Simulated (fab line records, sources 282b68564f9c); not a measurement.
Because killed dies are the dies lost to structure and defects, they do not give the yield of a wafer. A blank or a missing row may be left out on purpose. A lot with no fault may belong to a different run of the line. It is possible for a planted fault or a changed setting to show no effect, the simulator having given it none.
fab line records -- flow ritCmos
record: lots: 5, wafers: 15, lastDay: 7
route steps=202 shown FOX2@25 NWELL@28 PWELL@39 WELLDRIVE@50 NRETRO@53 M1@202
lots that met no fault: taken from a fault-free run of the same line
startH: the number of hours between the record's first day and the start of the first shown wafer of the lot -- waitH: time in hours since the lot's previous step -- " repeats the value in the row above -- L1.1+2: several wafers, shown together as one row -- - no value, or no start given -- * or withheld: withheld -- < > ~ a bound
route shown NAME@n: a module of which the file shows steps, and the number in the route of the first -- usual: mean/standard deviation taken from wafers without a fault -- same: alike in all rows -- chamber/n: place in a boat -- sites: the reading at each site -- _std_site: standard deviation across them -- _edge_site: mean of outer sites minus mean of inner sites -- radiusMm: how far each site lies from the wafer's centre -- mask NAME#n: copy n -- behind: the last tool/chamber to shape the wafer -- hold: cause of the lot's hold/its duration in hours/its outcome -- device: the transistor (n, p or np) that didn't switch -- end of line: tests of these same wafers at the route's end -- step lacking rows: just its recipe -- killed: at the first sort, the dies lost to defects and structure; wafer yield is something else -- map: shows each die of a wafer: x if killed, . if not, _ if none is there
set.NAME: the run value of the setting; set.NAME@STEP: its run value at that earlier step -- model.NAME: the simulator's own value behind a step, which no gauge read
certain route steps with their lots: each step a table, each wafer a row
services: from which hour (startH, from the record's first day; less than 0 if before it) a tool's chamber was out of use, for how many hours, and why
== steps ==
step: RIT_FOX2_CLEAN_02
recipe: chemistry: dHF, dilution: 50:1, timeS: 180
step: RIT_FOX2_WET_ETCH_03
recipe: chemistry: H3PO4, target: Si3N4, targetDepthNm: 195, tempC: 165, timeS: 2700
step: RIT_FOX2_THK_MEAS_90
recipe: reads: SiO2_of_FOX2_OXIDATION_00
usual: FIELD_OXIDE_LEFT_1_THK: 318/6.2
lot.wafer,tool,chamber,startH,waitH,FIELD_OXIDE_LEFT_1_THK[nm]
L467.1,filmMetro-01,-,31.79,0.0,320
L467.5,filmMetro-01,-,31.79,0.0,320
L467.6,filmMetro-01,-,31.79,0.0,324
L470.1,filmMetro-03,-,47.87,0.0,325
L470.2,filmMetro-03,-,47.87,0.0,327
L470.6,filmMetro-03,-,47.87,0.0,321
L471.1,filmMetro-01,-,51.36,0.0,315
L471.2,filmMetro-01,-,51.36,0.0,319
L471.5,filmMetro-01,-,51.36,0.0,318
L480.2,filmMetro-01,-,101.76,0.0,316
L480.4,filmMetro-01,-,101.76,0.0,318
L480.6,filmMetro-01,-,101.76,0.0,316
L487.1,filmMetro-01,-,136.78,0.0,314
L487.2,filmMetro-01,-,136.78,0.0,318
L487.3,filmMetro-01,-,136.78,0.0,318
step: RIT_NWELL_HMDS_00
recipe: primeTimeS: 60, primeTempC: 140
step: RIT_NWELL_COAT_01
recipe: resist: NOVOLAK, spinRpm: 2000, resistThkNm: 1300
step: RIT_NWELL_SOFTBAKE_02
recipe: resist: NOVOLAK, tempC: 90, timeS: 60
step: RIT_NWELL_EXPOSE_03
recipe: maskId: M2, na: 0.57, targetCdNm: 43900, doseMj: 250
step: RIT_NWELL_PEB_04
recipe: resist: NOVOLAK, tempC: withheld, timeS: withheld
step: RIT_NWELL_DEVELOP_05
recipe: resist: NOVOLAK, developTimeS: 68, devTempC: 23
step: RIT_NWELL_OVL_MEAS_06
usual: NWELL_OVL: -1.2/1.4
lot.wafer,tool,chamber,startH,waitH,NWELL_OVL[nm]
L467.1,overlay-01,-,32.73,-,-2.8
L467.5,overlay-01,-,32.73,-,-1.9
L467.6,overlay-01,-,32.73,-,-2.5
L470.1,overlay-02,-,48.81,-,2.1
L470.2,overlay-02,-,48.81,-,0.1
L470.6,overlay-02,-,48.81,-,0.9
L471.1,overlay-02,-,52.42,-,-0.3
L471.2,overlay-02,-,52.42,-,-1.7
L471.5,overlay-02,-,52.42,-,-1.1
L480.2,overlay-02,-,102.82,-,-0.5
L480.4,overlay-02,-,102.82,-,0.2
L480.6,overlay-02,-,102.82,-,-0.3
L487.1,overlay-02,-,138.35,-,-2.0
L487.2,overlay-02,-,138.35,-,-2.5
L487.3,overlay-02,-,138.35,-,-0.1
step: RIT_NWELL_HARDBAKE_07
recipe: resist: NOVOLAK, tempC: 140, timeS: 120
step: RIT_NWELL_IMPLANT_08
recipe: species: P, energyKev: 170, doseCm2: 4.932e+13, tiltDeg: 7
step: RIT_NWELL_STRIP_09
recipe: chemistry: O2, timeS: 180, resist: NOVOLAK, platenTempC: withheld, powerW: 500, pressureMtorr: 4000, o2FlowSccm: 4000
usual: drypumpMotorCurrentA: 6.0/0.4, runLengthS: 208.14/0.29
lot.wafer,tool,chamber,startH,waitH,drypumpMotorCurrentA,rfHoursCounterH,runLengthS,model.NOVOLAK_of_NWELL_COAT_01.thkNm
L467.1,plasmaAsher-02,1,33.17,0.1,6.3,40,207.56,0
L467.5,plasmaAsher-02,0,33.17,0.1,6.6,-,208.08,0
L467.6,plasmaAsher-02,1,33.17,0.1,6.3,-,207.57,0
L470.1,plasmaAsher-02,0,49.25,0.1,6.6,41,207.93,0
L470.2,plasmaAsher-02,1,49.25,0.1,6.4,41,208.30,0
L470.6,plasmaAsher-02,0,49.25,0.1,6.6,-,208.26,0
L471.1,plasmaAsher-01,1,52.86,0.1,5.5,43,72.32,337.9
L471.2,plasmaAsher-01,0,52.86,0.1,5.8,43,72.06,335.2
L471.5,plasmaAsher-01,0,52.86,0.1,5.8,-,72.11,336.3
L480.2,plasmaAsher-01,0,103.25,0.1,5.8,48,208.00,0
L480.4,plasmaAsher-01,0,103.25,0.1,5.8,-,208.14,0
L480.6,plasmaAsher-01,1,103.25,0.1,5.5,-,208.00,0
L487.1,plasmaAsher-01,1,139.03,0.1,5.5,2,208.05,0
L487.2,plasmaAsher-01,0,139.03,0.1,5.8,2,208.30,0
L487.3,plasmaAsher-01,0,139.03,0.1,5.8,-,208.33,0
step: RIT_NWELL_TW_MEAS_10
usual: NWELL_TW: 2129/19
lot.wafer,tool,chamber,startH,waitH,NWELL_TW
L467.1,filmMetro-03,-,33.34,0.1,2157
L467.5,filmMetro-03,-,33.34,0.1,2154
L467.6,filmMetro-03,-,33.34,0.1,2160
L470.1,filmMetro-03,-,49.42,0.1,2165
L470.2,filmMetro-03,-,49.42,0.1,2171
L470.6,filmMetro-03,-,49.42,0.1,2169
L471.1,filmMetro-04,-,53.03,0.1,2111
L471.2,filmMetro-04,-,53.03,0.1,2103
L471.5,filmMetro-04,-,53.03,0.1,2122
L480.2,filmMetro-01,-,103.86,0.6,2127
L480.4,filmMetro-01,-,103.86,0.6,2128
L480.6,filmMetro-01,-,103.86,0.6,2128
L487.1,filmMetro-04,-,139.21,0.1,2109
L487.2,filmMetro-04,-,139.21,0.1,2108
L487.3,filmMetro-04,-,139.21,0.1,2105
step: RIT_PWELL_HMDS_00
recipe: primeTimeS: 60, primeTempC: 140
step: RIT_PWELL_COAT_01
recipe: resist: NOVOLAK, spinRpm: 2000, resistThkNm: 1300
step: RIT_PWELL_SOFTBAKE_02
recipe: resist: NOVOLAK, tempC: 90, timeS: 60
step: RIT_PWELL_EXPOSE_03
recipe: maskId: M3, na: 0.57, targetCdNm: 43700, doseMj: 250
step: RIT_PWELL_PEB_04
recipe: resist: NOVOLAK, tempC: withheld, timeS: withheld
step: RIT_PWELL_DEVELOP_05
recipe: resist: NOVOLAK, developTimeS: 68, devTempC: 22.6
step: RIT_PWELL_OVL_MEAS_06
usual: PWELL_OVL: -0.7/1.2
lot.wafer,tool,chamber,startH,waitH,PWELL_OVL[nm]
L467.1,overlay-02,-,34.41,-,-1.7
L467.5,overlay-02,-,34.41,-,-1.7
L467.6,overlay-02,-,34.41,-,-2.2
L470.1,overlay-02,-,50.52,-,1.4
L470.2,overlay-02,-,50.52,-,-0.9
L470.6,overlay-02,-,50.52,-,0.6
L471.1,overlay-01,-,53.97,-,0.1
L471.2,overlay-01,-,53.97,-,-0.4
L471.5,overlay-01,-,53.97,-,0.8
L480.2,overlay-01,-,104.93,-,-2.3
L480.4,overlay-01,-,104.93,-,-3.5
L480.6,overlay-01,-,104.93,-,-3.3
L487.1,overlay-01,-,140.88,-,-0.4
L487.2,overlay-01,-,140.88,-,-2.9
L487.3,overlay-01,-,140.88,-,-1.5
step: RIT_PWELL_HARDBAKE_07
recipe: resist: NOVOLAK, tempC: 140, timeS: 120
step: RIT_PWELL_IMPLANT_08
recipe: species: B, energyKev: 170, doseCm2: 7e+13, tiltDeg: 7
step: RIT_PWELL_STRIP_09
recipe: chemistry: O2, timeS: 180, resist: NOVOLAK, platenTempC: withheld, powerW: 500, pressureMtorr: 4000, o2FlowSccm: 4000
usual: drypumpMotorCurrentA: 5.8/0.49, runLengthS: 208.13/0.29
lot.wafer,tool,chamber,startH,waitH,drypumpMotorCurrentA,rfHoursCounterH,runLengthS
L467.1,plasmaAsher-01,0,34.85,0.1,5.9,41,207.88
L467.5,plasmaAsher-01,1,34.85,0.1,5.5,-,208.17
L467.6,plasmaAsher-01,0,34.85,0.1,5.8,-,208.16
L470.1,plasmaAsher-04,1,50.95,0.1,5.2,36,208.73
L470.2,plasmaAsher-04,0,50.95,0.1,5.3,36,208.20
L470.6,plasmaAsher-04,0,50.95,0.1,5.3,-,208.59
L471.1,plasmaAsher-01,0,54.41,0.1,5.8,43,207.86
L471.2,plasmaAsher-01,1,54.41,0.1,5.5,43,208.20
L471.5,plasmaAsher-01,1,54.41,0.1,5.5,-,208.29
L480.2,plasmaAsher-04,1,105.47,0.1,5.1,43,208.62
L480.4,plasmaAsher-04,1,105.47,0.1,5.2,-,208.90
L480.6,plasmaAsher-04,1,105.47,0.1,5.1,-,208.52
L487.1,plasmaAsher-01,0,141.65,0.1,5.8,3,207.97
L487.2,plasmaAsher-01,1,141.65,0.1,5.5,3,208.06
L487.3,plasmaAsher-01,0,141.65,0.1,5.8,-,208.31
step: RIT_PWELL_TW_MEAS_10
usual: PWELL_TW: 948/8.5
lot.wafer,tool,chamber,startH,waitH,PWELL_TW
L467.1,filmMetro-04,-,35.02,0.1,941
L467.5,filmMetro-04,-,35.02,0.1,942
L467.6,filmMetro-04,-,35.02,0.1,939
L470.1,filmMetro-03,-,51.13,0.1,966
L470.2,filmMetro-03,-,51.13,0.1,965
L470.6,filmMetro-03,-,51.13,0.1,969
L471.1,filmMetro-04,-,54.58,0.1,943
L471.2,filmMetro-04,-,54.58,0.1,944
L471.5,filmMetro-04,-,54.58,0.1,943
L480.2,filmMetro-04,-,105.66,0.1,952
L480.4,filmMetro-04,-,105.66,0.1,943
L480.6,filmMetro-04,-,105.66,0.1,946
L487.1,filmMetro-04,-,141.82,0.1,936
L487.2,filmMetro-04,-,141.82,0.1,938
L487.3,filmMetro-04,-,141.82,0.1,938
step: RIT_WELLDRIVE_ANNEAL_00
recipe: tempC: 1100, timeS: 14700, ambient: N2
step: RIT_WELLDRIVE_RS_MEAS_01
recipe: thkMeasGauge: four-point-probe
usual: NWELL_RS: 277.8/0.8
lot.wafer,tool,chamber,startH,waitH,NWELL_RS[ohm/sq]
L467.1,filmMetro-03,-,40.60,0.0,276.9
L467.5,filmMetro-03,-,40.60,0.0,277.8
L467.6,filmMetro-03,-,40.60,0.0,277.0
L470.1,filmMetro-03,-,56.27,0.0,277.1
L470.2,filmMetro-03,-,56.27,0.0,276.9
L470.6,filmMetro-03,-,56.27,0.0,277.2
L471.1,filmMetro-01,-,60.55,0.0,279.1
L471.2,filmMetro-01,-,60.55,0.0,278.5
L471.5,filmMetro-01,-,60.55,0.0,278.0
L480.2,filmMetro-01,-,115.22,0.0,277.6
L480.4,filmMetro-01,-,115.22,0.0,278.2
L480.6,filmMetro-01,-,115.22,0.0,278.4
L487.1,filmMetro-03,-,147.83,0.0,277.9
L487.2,filmMetro-03,-,147.83,0.0,277.9
L487.3,filmMetro-03,-,147.83,0.0,278.0
step: RIT_WELLDRIVE_RS_MEAS_02
recipe: thkMeasGauge: four-point-probe
usual: PWELL_RS: 429.7/1.5
lot.wafer,tool,chamber,startH,waitH,PWELL_RS[ohm/sq]
L467.1,filmMetro-03,-,40.72,0.1,429.1
L467.5,filmMetro-03,-,40.72,0.1,429.4
L467.6,filmMetro-03,-,40.72,0.1,429.2
L470.1,filmMetro-03,-,56.39,0.1,428.3
L470.2,filmMetro-03,-,56.39,0.1,426.9
L470.6,filmMetro-03,-,56.39,0.1,427.1
L471.1,filmMetro-01,-,60.67,0.1,429.4
L471.2,filmMetro-01,-,60.67,0.1,429.6
L471.5,filmMetro-01,-,60.67,0.1,428.6
L480.2,filmMetro-01,-,115.34,0.1,429.7
L480.4,filmMetro-01,-,115.34,0.1,430.8
L480.6,filmMetro-01,-,115.34,0.1,428.9
L487.1,filmMetro-03,-,147.95,0.1,430.4
L487.2,filmMetro-03,-,147.95,0.1,429.6
L487.3,filmMetro-03,-,147.95,0.1,429.1
step: RIT_NRETRO_HMDS_00
recipe: primeTimeS: 60, primeTempC: 140
step: RIT_NRETRO_COAT_01
recipe: resist: NOVOLAK, spinRpm: 2000, resistThkNm: 1300
step: RIT_NRETRO_SOFTBAKE_02
recipe: resist: NOVOLAK, tempC: 90, timeS: 60
step: RIT_NRETRO_EXPOSE_03
recipe: maskId: M4, na: 0.57, targetCdNm: 43900, doseMj: 250
step: RIT_NRETRO_PEB_04
recipe: resist: NOVOLAK, tempC: withheld, timeS: withheld
step: RIT_NRETRO_DEVELOP_05
recipe: resist: NOVOLAK, developTimeS: 68, devTempC: 23
step: RIT_NRETRO_OVL_MEAS_06
usual: NRETRO_OVL: 0.2/1.2
lot.wafer,tool,chamber,startH,waitH,NRETRO_OVL[nm]
L467.1,overlay-02,-,41.84,-,-0.6
L467.5,overlay-02,-,41.84,-,0.0
L467.6,overlay-02,-,41.84,-,2.0
L470.1,overlay-01,-,57.76,-,1.9
L470.2,overlay-01,-,57.76,-,2.2
L470.6,overlay-01,-,57.76,-,0.9
L471.1,overlay-01,-,61.67,-,-0.8
L471.2,overlay-01,-,61.67,-,-0.6
L471.5,overlay-01,-,61.67,-,1.8
L480.2,overlay-02,-,116.45,-,-0.9
L480.4,overlay-02,-,116.45,-,-0.8
L480.6,overlay-02,-,116.45,-,-0.3
L487.1,overlay-02,-,149.37,-,-0.1
L487.2,overlay-02,-,149.37,-,-0.2
L487.3,overlay-02,-,149.37,-,-0.1
step: RIT_NRETRO_HARDBAKE_07
recipe: resist: NOVOLAK, tempC: 140, timeS: 120
step: RIT_NRETRO_IMPLANT_08
recipe: species: P, energyKev: 70, doseCm2: 1e+13, tiltDeg: 6.656
step: RIT_NRETRO_STRIP_09
recipe: chemistry: O2, timeS: 180, resist: NOVOLAK, platenTempC: withheld, powerW: 500, pressureMtorr: 4000, o2FlowSccm: 4000
usual: drypumpMotorCurrentA: 6.1/0.54, runLengthS: 208.1/0.37
lot.wafer,tool,chamber,startH,waitH,drypumpMotorCurrentA,rfHoursCounterH,runLengthS
L467.1,plasmaAsher-04,0,42.28,0.1,5.3,35,208.3
L467.5,plasmaAsher-04,0,42.28,0.1,5.3,-,208.1
L467.6,plasmaAsher-04,1,42.28,0.1,5.2,-,208.7
L470.1,plasmaAsher-02,1,58.19,0.1,6.3,43,207.6
L470.2,plasmaAsher-02,0,58.19,0.1,6.6,43,208.1
L470.6,plasmaAsher-02,1,58.19,0.1,6.3,-,207.6
L471.1,plasmaAsher-04,0,62.11,0.1,5.3,38,208.0
L471.2,plasmaAsher-04,1,62.11,0.1,5.2,38,209.2
L471.5,plasmaAsher-04,0,62.11,0.1,5.3,-,207.8
L480.2,plasmaAsher-02,0,116.88,0.1,6.6,49,208.1
L480.4,plasmaAsher-02,0,116.88,0.1,6.6,-,207.9
L480.6,plasmaAsher-02,1,116.88,0.1,6.3,-,208.0
L487.1,plasmaAsher-03,1,149.92,0.1,6.4,32,208.1
L487.2,plasmaAsher-03,0,149.92,0.1,6.0,32,208.4
L487.3,plasmaAsher-03,1,149.92,0.1,6.4,-,207.9
step: RIT_NRETRO_TW_MEAS_10
usual: NRETRO_TW: 1046/5.6
lot.wafer,tool,chamber,startH,waitH,hold,NRETRO_TW
L467.1,filmMetro-04,-,42.45,0.1,-,1048
L467.5,filmMetro-04,-,42.45,0.1,-,1038
L467.6,filmMetro-04,-,42.45,0.1,-,1043
L470.1,filmMetro-02,-,58.37,0.1,-,1043
L470.2,filmMetro-02,-,58.37,0.1,-,1046
L470.6,filmMetro-02,-,58.37,0.1,-,1050
L471.1,filmMetro-04,-,62.28,0.1,awaitDispo/0.2h/release,30
L471.2,filmMetro-04,-,62.28,0.1,awaitDispo/0.2h/release,31
L471.5,filmMetro-04,-,62.28,0.1,awaitDispo/0.2h/release,31
L471.1,filmMetro-04,-,62.51,0.2,-,30
L471.2,filmMetro-04,-,62.51,0.2,-,31
L471.5,filmMetro-04,-,62.51,0.2,-,30
L480.2,filmMetro-01,-,117.07,0.1,-,1049
L480.4,filmMetro-01,-,117.07,0.1,-,1048
L480.6,filmMetro-01,-,117.07,0.1,-,1048
L487.1,filmMetro-02,-,150.09,0.1,-,1053
L487.2,filmMetro-02,-,150.09,0.1,-,1052
L487.3,filmMetro-02,-,150.09,0.1,-,1049
step: RIT_M1_PROBE_99
usual: defectLimitedYield: 97.5/1.1, killedAtContacts: 0.1/0.23, killedAtFrontEnd: 6.6/2.9, killedDies: 6.7/3, killedOpen: 3.5/2.1, killedShort: 3.2/1.8, sort_bin_3_pad_short: 0.1/0.19, sort_bin_5_function: 1.4/0.84, sort_bin_6_memory: 1.0/0.67, sortNPass: 257.3/3, sortYieldPct: 97.5/1.1
same: grossDies: 264, killed_at_M0_to_M3: 0, killed_at_M4_up: 0, killedAtBackSide: 0, killedAtOther: 0
lot.wafer,tool,chamber,startH,waitH,defectLimitedYield[%],killedAtContacts,killedAtFrontEnd,killedDies,killedOpen,killedShort,sort_bin_3_pad_short[%],sort_bin_5_function[%],sort_bin_6_memory[%],sortNPass,sortYieldPct[%]
L467.1,prober-02,-,72.56,0.1,98.5,0,4,4,4,0,0,0.8,0.8,260.0,98.5
L467.5,prober-02,-,72.76,0.2,98.1,1,4,5,2,3,0,0.4,1.5,259.0,98.1
L467.6,prober-02,-,72.81,0.2,98.5,0,4,4,3,1,0,0.4,1.1,260.0,98.5
L470.1,prober-02,-,86.26,0.1,97.0,0,8,8,2,6,0,2.7,0.4,256.0,97.0
L470.2,prober-02,-,86.31,0.1,98.9,0,3,3,2,1,0,0.4,0.8,261.0,98.9
L470.6,prober-02,-,86.51,0.2,98.9,0,3,3,1,2,0,1.1,0,261.0,98.9
L480.2,prober-02,-,148.73,0.1,97.3,0,7,7,6,1,0.4,1.5,0.8,257.0,97.3
L480.4,prober-02,-,148.83,0.2,97.3,0,7,7,3,4,0.4,1.5,0.8,257.0,97.3
L480.6,prober-02,-,148.93,0.2,97.7,0,6,6,4,2,0.4,0.4,1.5,258.0,97.7
L487.1,prober-01,-,179.83,0.1,97.3,0,7,7,3,4,0,1.9,0.8,257.0,97.3
L487.2,prober-01,-,179.88,0.1,99.6,0,1,1,1,0,0,0.4,0,263.0,99.6
L487.3,prober-01,-,179.93,0.2,97.0,0,8,8,6,2,0.4,1.1,1.5,256.0,97.0
killed by level:class
L467.1 FOX1:geometricParticle:open=2 FOX2:geometricParticle:open=1 SPACER:geometricParticle:open=1
L467.5 GATE:geometricParticle:open=2 FOX1:geometricParticle:short=1 GATE:geometricParticle:short=1 CONTACT:geometricParticle:short=1
L467.6 FOX2:geometricParticle:open=1 GATE:geometricParticle:short=1 REOX:geometricParticle:open=1 SPACER:geometricParticle:open=1
L470.1 FOX2:geometricParticle:short=5 FOX2:geometricParticle:open=1 GATE:geometricParticle:short=1 GATE:geometricParticle:open=1
L470.2 GATE:geometricParticle:short=1 GATE:geometricParticle:open=1 SPACER:geometricParticle:open=1
L470.6 FOX1:geometricParticle:short=1 GATE:geometricParticle:short=1 GATE:geometricParticle:open=1
L480.2 SPACER:geometricParticle:open=3 FOX2:geometricParticle:open=2 FOX2:geometricParticle:short=1 SILICIDE:geometricParticle:open=1
L480.4 GATE:geometricParticle:short=2 GATE:geometricParticle:open=2 FOX1:geometricParticle:short=1 SPACER:geometricParticle:open=1 SILICIDE:geometricParticle:short=1
L480.6 FOX1:geometricParticle:short=2 GATE:geometricParticle:open=2 REOX:geometricParticle:open=1 SILICIDE:geometricParticle:open=1
L487.1 FOX1:geometricParticle:short=1 FOX1:geometricParticle:open=1 FOX2:geometricParticle:short=1 GATE:geometricParticle:open=1 SPACER:geometricParticle:open=1 SPACER:geometricParticle:short=1 SILICIDE:geometricParticle:short=1
L487.2 SPACER:geometricParticle:open=1
L487.3 GATE:geometricParticle:open=3 FOX1:geometricParticle:open=1 FOX2:geometricParticle:short=1 GATE:geometricParticle:short=1 SPACER:geometricParticle:open=1 SILICIDE:geometricParticle:open=1
== services ==
tool,chamber,startH,hours,kind
plasmaAsher-02,-,39.68,0.8,repair
plasmaAsher-03,-,42.53,45.4,repair
plasmaAsher-01,-,108.75,9.0,pm
plasmaAsher-01,0,108.75,9.0,ventCycle
plasmaAsher-01,1,108.75,9.0,ventCycle
plasmaAsher-02,-,111.76,0.5,repair
plasmaAsher-01,0,117.75,-,clean
plasmaAsher-01,1,117.75,-,clean
plasmaAsher-02,-,127.91,2.8,pm
== key ==
firstSign: step: RIT_NWELL_STRIP_09, reading: runLengthS, direction: down, sigmas: 99+, usual: *, struck: *
effect: step: RIT_NRETRO_TW_MEAS_10, reading: NRETRO_TW, direction: down, sigmas: 99+, usual: 1046, struck: 31
modelEffect: step: RIT_NWELL_STRIP_09, value: NOVOLAK_of_NWELL_COAT_01.thkNm, without: 0, struck: 336.4
metAt RIT_NWELL_STRIP_09
struckWafers L471.1,L471.2,L471.5
scrappedBehind RIT_NRETRO_TW_MEAS_10 L471.1,L471.2,L471.5
fault: kind: stripAborted, tool: plasmaAsher-01, chamber: -, onsetH: 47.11, steps: RIT_NWELL_STRIP_09, offset: 0.6, endH: 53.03
